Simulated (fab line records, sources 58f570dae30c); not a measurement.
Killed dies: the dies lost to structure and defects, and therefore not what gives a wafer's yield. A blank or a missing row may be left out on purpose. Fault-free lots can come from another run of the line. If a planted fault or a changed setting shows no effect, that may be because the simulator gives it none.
Code-filled problem report in 8D (eight disciplines) form || flow berkeley-cmos170 || the parts of the form that need people (team, actions taken, sign-off) are left out

## 1. PROBLEM STATEMENT
Mean of spin-speed-rpm at UCB170_M1_COAT_04: 1776.0 rpm across 6 wafers in 2 lots; on wafers with no fault it is 1500.1 rpm (standard deviation 0.87). That is +99 or more standard deviations from the usual mean.
The step: resist thk 900 nm.
First observed at day 10 03:00: wafer L330.1, on litho-track-02. At this step, 33 wafers from 11 lots have a number in the record. Rule for "out", or "out of limits": more than 4 standard deviations from the usual mean. The other wafers with a number count as sound.

## 2. WHAT IT IS; WHAT IT IS NOT
{"question": "which readings at this step", "is": "spin-speed-rpm", "is not": "-"}
{"question": "which lots", "is": "L330, L331", "is not": "L314, L315, L316, L317, L318, L319, L332, L336, L337"}
{"question": "which wafers of those lots", "is": "all that have a number", "is not": "-"}
{"question": "read on which tools", "is": "litho-track-02", "is not": "litho-track-01, litho-track-03"}
{"question": "when", "is": "from day 10 03:00", "is not": "up to then (18 sound wafers); but 9 sound wafers of L332, L336, L337 came after"}

## 3. WHAT RULES OUT EACH SUSPECT
Counting: a tool at any process step up to the reading remains a suspect when it ran all the lots that are out and ran no sound lot after the first of those.
- litho-track-02 at UCB170_M1_COAT_04 (resist thk 900 nm): kept. Every lot that is out went through it, starting with L330 (day 10 03:00), and after that it ran no sound lot; the last sound lot it ran before then is L319 (day 8 08:00). Its own spin-speed-rpm readings are out on those wafers.
After counting, what remains is litho-track-02 at UCB170_M1_COAT_04.

## 4. THE CAUSE (what the simulator had put in)
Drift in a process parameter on litho-track-02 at UCB170_M1_COAT_04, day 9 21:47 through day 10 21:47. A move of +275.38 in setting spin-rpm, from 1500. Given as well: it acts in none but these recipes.
Only this tool survived the counting.

## 5. THE CHAIN OF EFFECTS, in route order
One row per reading whose mean, taken over the struck wafers that have a number, lies over 3 standard deviations from the usual. Only readings for which the record gives a usual standard deviation are gone through. hours: the time from each lot's start at the first step in this table that gives one to its start at this step, as a median over the lots. sigmas: the change in usual standard deviations.
{"hours": 0, "step": "UCB170_M1_COAT_04", "reading": "spin-speed-rpm", "usual": "1500.1 rpm", "on struck wafers": 1776.0, "change": "+275.9", "sigmas": "+99 or more"}
{"hours": 2, "step": "UCB170_M1_STRIP_13", "reading": "oes-product-au", "usual": "0.720 a.u.", "on struck wafers": 0.705, "change": -0.015, "sigmas": -3.3}
It contains these process steps:
- UCB170_M1_COAT_04: resist thk 900 nm.
- UCB170_M1_STRIP_13: strips in O2.
Later steps that measure or inspect, where all struck wafers having a row at the step show a number for every such reading and not one has moved that far: UCB170_M1_OVL_MEAS_10.

## 6. WHAT WOULD HAVE CAUGHT IT SOONER
In this record no reading fell out of limits until day 10 03:00, 5 hours after the fault had begun at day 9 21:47.
